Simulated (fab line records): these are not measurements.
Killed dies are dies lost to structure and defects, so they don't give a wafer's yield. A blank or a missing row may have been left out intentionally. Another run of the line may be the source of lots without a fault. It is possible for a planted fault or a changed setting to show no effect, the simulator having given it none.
Problem report in the 8D (eight disciplines) form, filled by code    flow rit_cmos    the parts of the form that need people (team, actions taken, sign-off) are left out

== 1. THE ISSUE ==
Mean of cd_nm at RIT_GATE_CD_MEAS_16: 60.8 nm across 6 wafers in 2 lots; on wafers with no fault it is 150.7 nm (standard deviation 2.5). Measured from the usual mean, that is -36 standard deviations.
The step: target cd 150 nm.
Seen first at day 5 14:46 on cd_sem-02, wafer L673.1. Wafers with a number at this step in the record: 42, from 14 lots. By rule, "out" or "out of limits" means more than 4 standard deviations away from the usual mean. The other wafers with a number count as sound.

== 2. WHAT THIS IS AND IS NOT ==
question                     is                      is not
which readings at this step  cd_nm                   -
which lots                   L673, L674              L659, L660, L661, L662, L663, L664, L665, L666, L667, L675, L677, L682
which wafers of those lots   all that have a number  -
read on which gauges         cd_sem-02               cd_sem-01
when                         from day 5 14:46        up to then (27 sound wafers); but 9 sound wafers of L675, L677, L682 came after

== 3. WHAT RULES OUT EACH SUSPECT ==
Counting: a tool at a process step up to the reading stays a suspect if it ran every lot that is out and no sound lot after the first of them.
- ruled out: the gauge at RIT_GATE_CD_MEAS_16. All the wafers that are out were read on cd_sem-02, but those of them that RIT_M1_PROBE_99 has rows for are out there too, on other tools.
- litho_track-04 at RIT_GATE_COAT_11 (resist thk 850 nm): kept. All lots that are out passed through it, beginning with L673 at day 5 14:04, and no sound lot followed; its final sound lot before that point was L664 at day 3 17:05.
The count leaves litho_track-04 at RIT_GATE_COAT_11.

== 4. THE CAUSE (what the simulator had put in) ==
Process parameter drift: litho_track-04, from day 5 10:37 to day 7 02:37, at RIT_GATE_COAT_11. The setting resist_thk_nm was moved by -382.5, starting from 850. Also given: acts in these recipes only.
The count eliminated every tool but this one.

== 5. SEQUENCE OF EFFECTS, ordered by route ==
Each row: a reading whose mean over the struck wafers that have a number lies more than 3 standard deviations from the usual. Readings are gone through only where the record gives a usual standard deviation; hours: the median, over the lots, of the time from a lot's start at the first step in this table giving one to that lot's start at this step; sigmas: the change measured in usual standard deviations.
hours  step                 reading              usual     on struck wafers  change  sigmas
0      RIT_GATE_CD_MEAS_16  cd_nm                150.7 nm  60.8              -89.9   -36
21     RIT_M1_PROBE_99      killed_at_front_end  7         264               +257    +80
21     RIT_M1_PROBE_99      killed_dies          7         264               +257    +80
21     RIT_M1_PROBE_99      killed_on_rim        1.9       70.0              +68.1   +49
The process steps in it:
- RIT_M1_PROBE_99

== 6. HOW IT WOULD HAVE BEEN CAUGHT EARLIER ==
Counted from the fault's start at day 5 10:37, it took 4 hours until the first out-of-limits reading at a measuring or inspecting step in this record, taken at day 5 14:46.
Lots out: 2; of these, L674 started RIT_GATE_COAT_11 on litho_track-04 after day 5 14:46. A hold on the tool at that time would have spared it.
